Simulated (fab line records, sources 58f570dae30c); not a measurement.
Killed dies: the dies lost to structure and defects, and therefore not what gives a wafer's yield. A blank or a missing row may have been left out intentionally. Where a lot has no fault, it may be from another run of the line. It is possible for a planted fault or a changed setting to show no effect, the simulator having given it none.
fab line records -- flow berkeley_cmos170
record: lots: 14, wafers: 42, last_day: 12
route steps=331 shown PLDD@154
lots that met no fault: from a run of the same line without faults
start_h: start of the lot's first displayed wafer, in hours after the record's first day -- wait_h: hours since the lot's step before -- " the same as in the row above -- L1.1+2: one row covering several wafers at once -- - either no value or no given start -- * or withheld: withheld -- < > ~ a bound
route shown NAME@n: NAME is a module with steps in the file, n the number in the route of the first one -- usual: average and standard deviation across the fault-free wafers -- same: alike in all rows -- chamber/n: place in a boat -- sites: the reading at each site -- _std_site: standard deviation of those values -- _edge_site: mean of outer sites minus mean of inner sites -- radius_mm: how far each site lies from the wafer's centre -- mask NAME#n: copy n -- behind: the last tool/chamber to shape the wafer -- hold: reason for holding the lot/hours on hold/outcome of the hold -- device: names the non-switching transistor (n, p or np) -- end of line: tests run on the same wafers once the route is complete -- step lacking rows: just its recipe -- killed: count of dies lost to structure and defects at first sort (not the wafer's yield) -- map: the dies of a wafer, with x for killed, . for not killed, _ for no die there
set.NAME: the setting as run; set.NAME@STEP: as run at that earlier step -- model.NAME: the simulator's own value behind a step, which no gauge read
a sample of lots followed through the steps of the route, with each step as a table and each wafer as a row
services: from which hour (start_h, from the record's first day; less than 0 if before it) a tool's chamber was out of use, for how many hours, and why
== steps ==
step: UCB170_PLDD_IMPLANT_09
recipe: species: BF2, dose_cm2: 5e+13, energy_kev: 10, tilt_deg: 7, rotation_deg: 180
usual: beam_on_s: 10.03/0.21, tilt_deg: 6.997/0.02
lot.wafer,tool,chamber,start_h,wait_h,beam_on_s,tilt_deg
L455.1,implanter-01,0,154.75,0.1,10.01,6.959
L455.2,implanter-01,0,154.75,0.1,9.99,6.997
L455.5,implanter-01,0,154.75,0.1,10.06,6.973
L456.1,implanter-03,0,155.83,0.1,10.09,6.999
L456.5,implanter-03,0,155.83,0.1,10.31,7.028
L456.6,implanter-03,0,155.83,0.1,9.97,6.990
L459.3,implanter-01,0,180.18,0.1,10.32,7.003
L459.5,implanter-01,0,180.18,0.1,9.70,6.985
L459.6,implanter-01,0,180.18,0.1,9.82,7.011
L462.4,implanter-04,0,180.33,0.1,10.16,6.978
L462.5,implanter-04,0,180.33,0.1,9.82,6.983
L462.6,implanter-04,0,180.33,0.1,10.15,6.964
L457.3,implanter-03,0,180.54,0.1,10.36,7.024
L457.5,implanter-03,0,180.54,0.1,9.46,7.005
L457.6,implanter-03,0,180.54,0.1,10.14,7.025
L461.1,implanter-01,0,180.73,0.1,10.28,6.977
L461.3,implanter-01,0,180.73,0.1,10.19,6.990
L461.6,implanter-01,0,180.73,0.1,10.13,6.993
L458.2,implanter-01,0,181.24,0.1,9.97,6.995
L458.4,implanter-01,0,181.24,0.1,9.90,6.992
L458.5,implanter-01,0,181.24,0.1,9.68,6.976
L460.1,implanter-04,0,181.33,0.1,10.41,6.995
L460.2,implanter-04,0,181.33,0.1,9.97,6.981
L460.6,implanter-04,0,181.33,0.1,10.08,6.997
L465.1,implanter-04,0,194.72,0.1,9.97,7.039
L465.3,implanter-04,0,194.72,0.1,9.79,7.002
L465.5,implanter-04,0,194.72,0.1,10.28,6.986
L469.1,implanter-04,0,209.79,0.1,10.46,7.025
L469.2,implanter-04,0,209.79,0.1,10.15,7.046
L469.4,implanter-04,0,209.79,0.1,9.80,7.006
L467.1,implanter-03,0,210.04,0.1,10.08,7.004
L467.2,implanter-03,0,210.04,0.1,10.10,7.006
L467.6,implanter-03,0,210.04,0.1,9.63,7.009
L468.2,implanter-01,0,218.50,0.1,9.95,6.987
L468.3,implanter-01,0,218.50,0.1,10.00,7.011
L468.6,implanter-01,0,218.50,0.1,10.24,7.008
L472.1,implanter-01,0,240.11,0.1,9.82,7.295
L472.2,implanter-01,0,240.11,0.1,9.96,7.301
L472.6,implanter-01,0,240.11,0.1,9.98,7.278
L476.1,implanter-01,0,252.41,0.1,9.99,7.262
L476.4,implanter-01,0,252.41,0.1,9.57,7.286
L476.5,implanter-01,0,252.41,0.1,9.72,7.266
== services ==
tool,chamber,start_h,hours,kind
implanter-01,-,135.16,4.0,repair
implanter-03,-,163.28,1.8,repair
implanter-03,-,202.63,6.5,pm
== key ==
first_sign: step: UCB170_PLDD_IMPLANT_09, reading: tilt_deg, direction: up, sigmas: 14, usual: 6.997, struck: 7.282
effect none on later readings
met_at UCB170_PLDD_IMPLANT_09
struck_lots L472,L476
tester_left_out L472,L476
onset_between 218.50 240.11
fault: kind: process_parameter_drift, tool: implanter-01, chamber: -, onset_h: 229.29, steps: UCB170_PLDD_IMPLANT_09, channel: tilt_deg, offset: 0.28454, shape: step, end_h: 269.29, acts_in: these_recipes_only, stated: 7
tester_left_out: of these lots the tester's yield and bins aren't shown, on N5 and GAA mostly nor the transistor test; their killed dies are dies lost to structure and defects alone, not to doping, threshold or leakage, so they don't give the yield
